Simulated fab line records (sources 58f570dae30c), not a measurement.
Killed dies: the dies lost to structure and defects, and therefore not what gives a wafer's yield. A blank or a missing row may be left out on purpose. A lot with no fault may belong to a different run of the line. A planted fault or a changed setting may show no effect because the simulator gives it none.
fab line records	flow berkeleyCmos170
record: lots: 6	wafers: 18	lastDay: 12
route steps=331 shown NLDD@159 SPACER@171
lots that met no fault: from a run of the same line without faults
startH: start of the lot's first displayed wafer, in hours after the record's first day	waitH: hours from the lot's prior step to this one	" the same as in the row above	L1.1+2: a row that stands for several wafers	- either no value or no given start	* or withheld: withheld	< > ~ a bound
route shown NAME@n: NAME is a module with steps in the file, n the number in the route of the first one	usual: mean/standard deviation of fault-free wafers	same: alike in all rows	chamber/n: place in a boat	sites: per-site readings	_std_site: standard deviation across them	_edge_site: outer sites' mean less inner sites'	radiusMm: for every site, how far away it sits from the centre of the wafer	mask NAME#n: copy n	behind: the last tool/chamber to shape the wafer	hold: why the lot went on hold/how many hours it stayed there/how the hold came to an end	device: transistor that didn't switch, given as n, p or np	end of line: tests run on the same wafers once the route is complete	for a step that has no rows: nothing shown but its recipe	killed: dies that structure and defects cost at the first sort, which is not the same as the wafer's yield	map: per-die view of a wafer (x killed, . not killed, _ where there is no die)
set.NAME: setting as actually run; set.NAME@STEP: the setting as run at that earlier step	model.NAME: the simulator's own value behind a step, which no gauge read
a table for each step, a row for each wafer; lots at some steps of the route
services: the hour from which a tool's chamber was out of use, counted from the record's first day as startH (under 0 if before that day), plus the number of hours and why
== steps ==
step: UCB170_NLDD_COAT_01
recipe: resist: KrF	spinRpm: 1500	resistThkNm: 900
step: UCB170_NLDD_SOFTBAKE_02
recipe: resist: KrF	tempC: 130	timeS: 60
step: UCB170_NLDD_EXPOSE_03
recipe: maskId: NSELECT	na: 0.5	sigmaOuter: 0.6	sourceShape: conventional	targetCdNm: 1200	doseMj: 30
step: UCB170_NLDD_PEB_04
recipe: pebTempC: 130	pebTimeS: withheld	resist: KrF
step: UCB170_NLDD_DEVELOP_05
recipe: developer: TMAH	developTimeS: 45	resist: KrF	devTempC: 21
step: UCB170_NLDD_CD_MEAS_06
recipe: targetCdNm: 1200
usual: cdNm: 1200.6/1.5
lot.wafer	tool	chamber	startH	waitH	cdNm
L898.1	cdSem-01	-	150.06	-	1200.8
L898.2	"	-	"	"	1201.6
L898.4	"	-	"	"	1202.8
L903.2	cdSem-02	-	165.15	-	1201.0
L903.3	"	-	"	"	1200.0
L903.6	"	-	"	"	1199.6
L905.1	cdSem-02	-	179.38	-	1201.6
L905.4	"	-	"	"	1202.0
L905.6	"	-	"	"	1201.7
L909.1	cdSem-01	-	204.79	-	1201.1
L909.4	"	-	"	"	1201.3
L909.5	"	-	"	"	1202.0
L913.2	cdSem-01	-	215.52	-	1202.6
L913.5	"	-	"	"	1202.3
L913.6	"	-	"	"	1200.6
L916.1	cdSem-02	-	238.55	-	1199.9
L916.2	"	-	"	"	1198.2
L916.5	"	-	"	"	1199.8
step: UCB170_NLDD_OVL_MEAS_07
usual: NLDD_OVL: -5/5.6
lot.wafer	tool	chamber	startH	waitH	NLDD_OVL[nm]
L898.1	overlay-01	-	150.18	0.1	-1
L898.2	"	-	"	"	1
L898.4	"	-	"	"	-8
L903.2	overlay-02	-	165.26	0.1	-9
L903.3	"	-	"	"	-7
L903.6	"	-	"	"	-12
L905.1	overlay-01	-	179.50	0.1	-5
L905.4	"	-	"	"	-6
L905.6	"	-	"	"	-6
L909.1	overlay-02	-	204.91	0.1	-2
L909.4	"	-	"	"	8
L909.5	"	-	"	"	-4
L913.2	overlay-02	-	215.62	0.1	1
L913.5	"	-	"	"	8
L913.6	"	-	"	"	-1
L916.1	overlay-01	-	238.67	0.1	0
L916.2	"	-	"	"	3
L916.5	"	-	"	"	0
step: UCB170_NLDD_IMPLANT_08
recipe: species: As	doseCm2: 5e+13	energyKev: 30	tiltDeg: 7	rotationDeg: 0
step: UCB170_NLDD_IMPLANT_09
recipe: species: As	doseCm2: 5e+13	energyKev: 30	tiltDeg: 7	rotationDeg: 180
step: UCB170_NLDD_STRIP_10
recipe: chemistry: O2	powerW: 400	pressureMtorr: 3500	platenTempC: withheld	o2FlowSccm: 400	overashFraction: 0.5
usual: drypumpMotorCurrentA: 5.8/0.44	oesProductAu: 0.735/0.0046	stripTimeToEndpointS: 21.63/0.062
lot.wafer	tool	chamber	startH	waitH	drypumpMotorCurrentA	oesProductAu	rfHoursCounterH	stripTimeToEndpointS
L898.1	plasmaAsher-03	0	150.51	0.1	5.6	0.736	36	21.56
L898.2	"	1	"	"	5.5	0.736	36	21.55
L898.4	"	1	"	"	5.6	0.731	-	21.57
L903.2	plasmaAsher-04	1	165.59	0.1	5.0	0.740	47	21.78
L903.3	"	1	"	"	5.0	0.741	-	21.68
L903.6	"	1	"	"	5.0	0.735	-	21.68
L905.1	plasmaAsher-01	1	179.84	0.1	6.5	0.737	7	21.65
L905.4	"	1	"	"	6.5	0.729	-	21.66
L905.6	"	1	"	"	6.5	0.736	-	21.66
L909.1	plasmaAsher-04	0	205.25	0.1	5.9	0.731	52	21.60
L909.4	"	1	"	"	5.0	0.727	-	21.59
L909.5	"	1	"	"	5.0	0.733	-	21.54
L913.2	plasmaAsher-04	1	215.95	0.1	5.0	0.728	53	21.60
L913.5	"	1	"	"	5.0	0.734	-	21.60
L913.6	"	0	"	"	5.9	0.730	-	21.61
L916.1	plasmaAsher-04	1	239.01	0.1	5.0	0.732	55	21.58
L916.2	"	0	"	"	5.9	0.738	55	21.59
L916.5	"	0	"	"	5.9	0.733	-	21.55
step: UCB170_NLDD_TW_MEAS_11
usual: NLDD_TW: 2212/25
lot.wafer	tool	chamber	startH	waitH	NLDD_TW
L898.1	filmMetro-01	-	150.61	0.1	2188
L898.2	"	-	"	"	2195
L898.4	"	-	"	"	2202
L903.2	filmMetro-01	-	165.70	0.1	2195
L903.3	"	-	"	"	2192
L903.6	"	-	"	"	2193
L905.1	filmMetro-02	-	179.94	0.1	2213
L905.4	"	-	"	"	2208
L905.6	"	-	"	"	2201
L909.1	filmMetro-01	-	205.35	0.1	2182
L909.4	"	-	"	"	2176
L909.5	"	-	"	"	2165
L913.2	filmMetro-02	-	216.06	0.1	2237
L913.5	"	-	"	"	2218
L913.6	"	-	"	"	2216
L916.1	filmMetro-01	-	239.11	0.1	2180
L916.2	"	-	"	"	2187
L916.5	"	-	"	"	2199
step: UCB170_NLDD_CLEAN_12
recipe: chemistry: SPM	tempC: 120	timeS: 600
step: UCB170_SPACER_CVD_00
recipe: material: SiO2	targetThkNm: 376	tempC: 390	precursor: TEOS/O2	timeS: 47	rfW: 550	pressureMtorr: 9000
usual: heaterPowerW: 250/52
lot.wafer	tool	chamber	startH	waitH	heaterPowerW	model.SiO2_of_SPACER_CVD_00.thkNm
L898.1	pecvd-02	2	150.85	0.0	221	367.1
L898.2	"	0	"	"	204	369.3
L898.4	"	2	"	"	142	379.1
L903.2	pecvd-01	2	166.32	0.0	218	372.9
L903.3	"	1	"	"	361	372.4
L903.6	"	1	"	"	370	374.2
L905.1	pecvd-01	0	180.17	0.0	317	525.6
L905.4	"	0	"	"	252	535.2
L905.6	"	0	"	"	282	533
L909.1	pecvd-01	0	205.69	0.0	259	527.7
L909.4	"	1	"	"	382	533.5
L909.5	"	2	"	"	272	538.3
L913.2	pecvd-02	2	216.29	0.0	203	373.5
L913.5	"	1	"	"	261	379.6
L913.6	"	2	"	"	217	378
L916.1	pecvd-02	1	239.35	0.0	251	373.3
L916.2	"	0	"	"	225	374.2
L916.5	"	1	"	"	257	382
step: UCB170_SPACER_THK_MEAS_01
recipe: reads: SiO2_of_SPACER_CVD_00
usual: SPACER_TEOS_THK: 375/4.4
lot.wafer	tool	chamber	startH	waitH	SPACER_TEOS_THK[nm]
L898.1	filmMetro-01	-	150.89	0.0	367
L898.2	"	-	"	"	369
L898.4	"	-	"	"	379
L903.2	filmMetro-01	-	166.37	0.0	373
L903.3	"	-	"	"	372
L903.6	"	-	"	"	374
L905.1	filmMetro-03	-	180.30	0.1	526
L905.4	"	-	"	"	535
L905.6	"	-	"	"	533
L909.1	filmMetro-02	-	205.73	0.0	528
L909.4	"	-	"	"	533
L909.5	"	-	"	"	538
L913.2	filmMetro-03	-	216.36	0.1	373
L913.5	"	-	"	"	379
L913.6	"	-	"	"	378
L916.1	filmMetro-03	-	239.39	0.0	373
L916.2	"	-	"	"	374
L916.5	"	-	"	"	382
step: UCB170_SPACER_ANNEAL_02
recipe: tempC: 900	timeS: 1800	ambient: N2
step: UCB170_SPACER_ETCHBACK_03
recipe: stopOn: Si	target: SiO2	chemistry: CHF3/CF4/Ar	CHF3_flow_sccm: 50	cf4FlowSccm: 10	Ar_flow_sccm: 120	pressureMtorr: 200	rfW: 500	targetDepthA: 3760	timeS: 100
usual: drypumpMotorCurrentA: 5.7/0.41	oesProductAu: 0.899/0.019	throttleValvePct: 6.46/0.16
lot.wafer	tool	chamber	startH	waitH	drypumpMotorCurrentA	oesProductAu	rfHoursCounterH	throttleValvePct	model.etch.depthNm
L898.1	rieDiel-03	0	154.99	0.0	5.2	0.914	36	6.32	367.1
L898.2	"	2	"	"	5.0	0.886	144	6.61	369.3
L898.4	"	1	"	"	5.8	0.924	6	6.57	379.1
L903.2	rieDiel-04	2	168.88	0.0	5.8	0.868	111	6.66	372.9
L903.3	"	1	"	"	5.9	0.889	2	6.24	372.4
L903.6	"	1	"	"	5.9	0.894	-	6.23	374.2
L905.1	rieDiel-02	3	183.12	0.0	5.9	0.999	82	6.63	431.2
L905.4	"	0	"	"	5.0	1.023	112	6.61	431.5
L905.6	"	0	"	"	5.0	1.030	-	6.62	431.9
L909.1	rieDiel-03	3	211.77	0.0	5.7	0.969	87	6.37	428.4
L909.4	"	3	"	"	5.7	0.981	-	6.36	433.9
L909.5	"	1	"	"	5.8	1.028	-	6.56	431
L913.2	rieDiel-03	3	222.71	0.0	5.8	0.876	88	6.34	373.5
L913.5	"	2	"	"	5.0	0.940	-	6.63	379.6
L913.6	"	3	"	"	5.7	0.873	-	6.35	378
L916.1	rieDiel-02	2	243.98	0.0	6.2	0.894	11	6.62	373.3
L916.2	"	1	"	"	6.0	0.893	35	6.48	374.2
L916.5	"	2	"	"	6.2	0.923	-	6.64	382
== services ==
tool	chamber	startH	hours	kind
pecvd-02	1	130.48	5.1	repair
pecvd-01	-	150.32	6.0	pm
rieDiel-04	0	152.52	6.7	repair
pecvd-01	1	161.03	4.3	repair
pecvd-01	1	172.24	20.4	repair
pecvd-01	-	173.63	0.8	pm
plasmaAsher-04	-	176.20	0.8	repair
pecvd-01	2	177.82	9.6	repair
rieDiel-02	3	184.35	3.8	repair
rieDiel-03	2	196.06	-	clean
rieDiel-03	2	196.06	19.2	scheduledDown
rieDiel-03	2	196.06	19.2	ventCycle
rieDiel-02	3	210.18	4.5	repair
pecvd-01	-	213.23	4.3	pm
plasmaAsher-03	-	213.39	2.5	repair
plasmaAsher-03	-	213.41	3.6	repair
plasmaAsher-03	-	214.37	3.7	repair
pecvd-02	0	215.12	5.0	repair
rieDiel-03	0	218.82	1.9	repair
rieDiel-04	3	220.07	9.5	repair
rieDiel-02	2	229.38	1.2	repair
rieDiel-02	0	229.98	8.6	repair
plasmaAsher-04	-	231.42	2.1	repair
== key ==
firstSign: step: UCB170_SPACER_THK_MEAS_01	reading: SPACER_TEOS_THK	direction: up	sigmas: 36	usual: 375	struck: 532
effect: step: UCB170_SPACER_ETCHBACK_03	reading: oesProductAu	direction: up	sigmas: 5.6	usual: 0.899	struck: 1.005
modelEffect: step: UCB170_SPACER_CVD_00	value: SiO2_of_SPACER_CVD_00.thkNm	without: 371.9	struck: 532.2
modelEffect: step: UCB170_SPACER_ETCHBACK_03	value: etch.depthNm	without: 371.9	struck: 431.3
metAt UCB170_SPACER_CVD_00
struckWafers L905.1,L905.4,L905.6,L909.1,L909.4,L909.5
laterRowsLeftOut L905.1,L905.4,L905.6,L909.1,L909.4,L909.5
sortLeftOut L905.1,L905.4,L905.6,L909.1,L909.4,L909.5
testerLeftOut L905,L909
onsetBetween 166.32 180.17
fault: kind: processParameterDrift	tool: pecvd-01	chamber: -	onsetH: 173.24	steps: UCB170_SPACER_CVD_00	channel: targetThkNm	offset: 160.36	shape: step	endH: 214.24	actsIn: theseRecipesOnly	stated: 376
testerLeftOut: of these lots the tester's yield and bins aren't shown, on N5 and GAA mostly nor the transistor test; their killed dies are dies lost to structure and defects alone, not to doping, threshold or leakage, so they don't give the yield
sortLeftOut: the simulated sort isn't trusted on such a fault, so these wafers' sort isn't shown, and their yield isn't known
laterRowsLeftOut: the simulator's readings of these wafers behind a module that went badly wrong aren't trusted and aren't shown, but for the sort
